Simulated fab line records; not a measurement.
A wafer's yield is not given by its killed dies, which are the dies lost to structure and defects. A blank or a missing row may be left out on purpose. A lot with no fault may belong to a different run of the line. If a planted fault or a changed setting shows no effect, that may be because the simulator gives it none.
Split-lot experiment || flow berkeleyCmos170 || route with 331 steps; 5 lots, 23 wafers read

== ABOUT THE SPLIT ==
At UCB170_PFIELD_COAT_01 (resist thk 900 nm), the setting resistThkNm was moved away from the recipe's 900 nm on 4 of the 23 wafers read, by -4.6% to -4.3%. The other wafers ran this setting at the recipe's value.

The reading comes from the split's own step.

== THE READING ==
KrF_of_PFIELD_COAT_01.thkNm (the simulator's own value, which no gauge read), in nm, at UCB170_PFIELD_COAT_01 (resist thk 900 nm). There is no usual value for it anywhere in the file. Across the 19 wafers here that went through the recipe, the average is 899.8 nm and the standard deviation 1.7 nm.

{"wafer": "L074.1", "tool, chamber at the split": "lithoTrack-04, 0", "resistThkNm as run, nm": 900, "against the recipe": "recipe", "KrF_of_PFIELD_COAT_01.thkNm, nm": 901.4, "against lot-mates on the recipe": "-"}
{"wafer": "L074.3", "tool, chamber at the split": "lithoTrack-04, 0", "resistThkNm as run, nm": 900, "against the recipe": "recipe", "KrF_of_PFIELD_COAT_01.thkNm, nm": 901.3, "against lot-mates on the recipe": "-"}
{"wafer": "L074.4", "tool, chamber at the split": "lithoTrack-04, 0", "resistThkNm as run, nm": 900, "against the recipe": "recipe", "KrF_of_PFIELD_COAT_01.thkNm, nm": 903.2, "against lot-mates on the recipe": "-"}
{"wafer": "L077.1", "tool, chamber at the split": "lithoTrack-01, 0", "resistThkNm as run, nm": 858.5, "against the recipe": "-4.6%", "KrF_of_PFIELD_COAT_01.thkNm, nm": 857.5, "against lot-mates on the recipe": -41.5}
{"wafer": "L077.2", "tool, chamber at the split": "lithoTrack-01, 0", "resistThkNm as run, nm": 900, "against the recipe": "recipe", "KrF_of_PFIELD_COAT_01.thkNm, nm": 899.7, "against lot-mates on the recipe": "-"}
{"wafer": "L077.6", "tool, chamber at the split": "lithoTrack-01, 0", "resistThkNm as run, nm": 900, "against the recipe": "recipe", "KrF_of_PFIELD_COAT_01.thkNm, nm": 899.7, "against lot-mates on the recipe": "-"}
{"wafer": "L077.4", "tool, chamber at the split": "lithoTrack-01, 0", "resistThkNm as run, nm": 858.5, "against the recipe": "-4.6%", "KrF_of_PFIELD_COAT_01.thkNm, nm": 859, "against lot-mates on the recipe": -40.0}
{"wafer": "L077.5", "tool, chamber at the split": "lithoTrack-01, 0", "resistThkNm as run, nm": 900, "against the recipe": "recipe", "KrF_of_PFIELD_COAT_01.thkNm, nm": 897.6, "against lot-mates on the recipe": "-"}
{"wafer": "L081.1", "tool, chamber at the split": "lithoTrack-04, 0", "resistThkNm as run, nm": 900, "against the recipe": "recipe", "KrF_of_PFIELD_COAT_01.thkNm, nm": 899.3, "against lot-mates on the recipe": "-"}
{"wafer": "L081.2", "tool, chamber at the split": "lithoTrack-04, 0", "resistThkNm as run, nm": 900, "against the recipe": "recipe", "KrF_of_PFIELD_COAT_01.thkNm, nm": 901.5, "against lot-mates on the recipe": "-"}
{"wafer": "L081.4", "tool, chamber at the split": "lithoTrack-04, 0", "resistThkNm as run, nm": 900, "against the recipe": "recipe", "KrF_of_PFIELD_COAT_01.thkNm, nm": 899.5, "against lot-mates on the recipe": "-"}
{"wafer": "L081.5", "tool, chamber at the split": "lithoTrack-04, 0", "resistThkNm as run, nm": 900, "against the recipe": "recipe", "KrF_of_PFIELD_COAT_01.thkNm, nm": 899.4, "against lot-mates on the recipe": "-"}
{"wafer": "L081.6", "tool, chamber at the split": "lithoTrack-04, 0", "resistThkNm as run, nm": 900, "against the recipe": "recipe", "KrF_of_PFIELD_COAT_01.thkNm, nm": 900.3, "against lot-mates on the recipe": "-"}
{"wafer": "L083.1", "tool, chamber at the split": "lithoTrack-02, 0", "resistThkNm as run, nm": 900, "against the recipe": "recipe", "KrF_of_PFIELD_COAT_01.thkNm, nm": 902, "against lot-mates on the recipe": "-"}
{"wafer": "L083.2", "tool, chamber at the split": "lithoTrack-02, 0", "resistThkNm as run, nm": 861, "against the recipe": "-4.3%", "KrF_of_PFIELD_COAT_01.thkNm, nm": 862.6, "against lot-mates on the recipe": -38.1}
{"wafer": "L083.4", "tool, chamber at the split": "lithoTrack-02, 0", "resistThkNm as run, nm": 900, "against the recipe": "recipe", "KrF_of_PFIELD_COAT_01.thkNm, nm": 898.7, "against lot-mates on the recipe": "-"}
{"wafer": "L083.5", "tool, chamber at the split": "lithoTrack-02, 0", "resistThkNm as run, nm": 900, "against the recipe": "recipe", "KrF_of_PFIELD_COAT_01.thkNm, nm": 901.4, "against lot-mates on the recipe": "-"}
{"wafer": "L083.6", "tool, chamber at the split": "lithoTrack-02, 0", "resistThkNm as run, nm": 861, "against the recipe": "-4.3%", "KrF_of_PFIELD_COAT_01.thkNm, nm": 861.6, "against lot-mates on the recipe": -39.1}
{"wafer": "L085.1", "tool, chamber at the split": "lithoTrack-01, 0", "resistThkNm as run, nm": 900, "against the recipe": "recipe", "KrF_of_PFIELD_COAT_01.thkNm, nm": 899.5, "against lot-mates on the recipe": "-"}
{"wafer": "L085.2", "tool, chamber at the split": "lithoTrack-01, 0", "resistThkNm as run, nm": 900, "against the recipe": "recipe", "KrF_of_PFIELD_COAT_01.thkNm, nm": 899.2, "against lot-mates on the recipe": "-"}
{"wafer": "L085.3", "tool, chamber at the split": "lithoTrack-01, 0", "resistThkNm as run, nm": 900, "against the recipe": "recipe", "KrF_of_PFIELD_COAT_01.thkNm, nm": 896.3, "against lot-mates on the recipe": "-"}
{"wafer": "L085.4", "tool, chamber at the split": "lithoTrack-01, 0", "resistThkNm as run, nm": 900, "against the recipe": "recipe", "KrF_of_PFIELD_COAT_01.thkNm, nm": 900.1, "against lot-mates on the recipe": "-"}
{"wafer": "L085.5", "tool, chamber at the split": "lithoTrack-01, 0", "resistThkNm as run, nm": 900, "against the recipe": "recipe", "KrF_of_PFIELD_COAT_01.thkNm, nm": 896.6, "against lot-mates on the recipe": "-"}

THE FIT
A straight line over all 23 wafers: KrF_of_PFIELD_COAT_01.thkNm changes by +8.87 nm for each +1% of resistThkNm; r = +0.99; the points scatter about the line by 1.7 nm.
The same after taking each lot's own level away (the mean of its wafers on the recipe; 23 wafers): +8.87 nm for each +1%; r = +1.00; scatter 1.2 nm.
According to that fit, moving resistThkNm by its largest amount changes the reading by 41 nm.
The span of the lots' own levels, 898.34 to 901.97 nm, comes to 2.1 times the standard deviation stated above.
Consequently the slope shifts little with the lot-to-lot level, the two slopes agreeing.
Check: -40.7 nm against its lot-mates is what the line predicts for one of the wafers moved furthest among these (-4.6%) when that wafer is left out of the fit. Against them it came out at -41.5 nm.

== OTHER SPLITS APPLIED TO THESE WAFERS ==
These wafers also went through other splits before the reading. Each is held against what the fit with the lots' levels taken away leaves over:
{"other split on the same wafers": "UCB170_NWELL_OXIDATION_01 tempC", "wafers away from the commonest value": 15, "r with KrF_of_PFIELD_COAT_01.thkNm (lot level and that fit taken away)": "+0.02"}
{"other split on the same wafers": "UCB170_PWELL_COAT_08 spinRpm", "wafers away from the commonest value": 9, "r with KrF_of_PFIELD_COAT_01.thkNm (lot level and that fit taken away)": "+0.07"}
{"other split on the same wafers": "UCB170_PWELL_DEVELOP_12 devTempC", "wafers away from the commonest value": 5, "r with KrF_of_PFIELD_COAT_01.thkNm (lot level and that fit taken away)": "+0.15"}

== THE WHOLE CHAIN: every reading that the file lists as answering this split, in the file's order ==
{"step": "UCB170_PFIELD_COAT_01", "what it does": "resist thk 900 nm", "reading": "KrF_of_PFIELD_COAT_01.thkNm (the simulator's own value, which no gauge read)", "change (the file's fit)": "+8.87 nm for each +1% of the setting", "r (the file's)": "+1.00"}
{"step": "UCB170_PFIELD_STRIP_08", "what it does": "strips in O2", "reading": "stripTimeToEndpointS", "change (the file's fit)": "withheld for each +1% of the setting", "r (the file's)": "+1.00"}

== FILE'S OWN FIT ==
KrF_of_PFIELD_COAT_01.thkNm changes by +8.87 nm for each +1% of resistThkNm, r = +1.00.
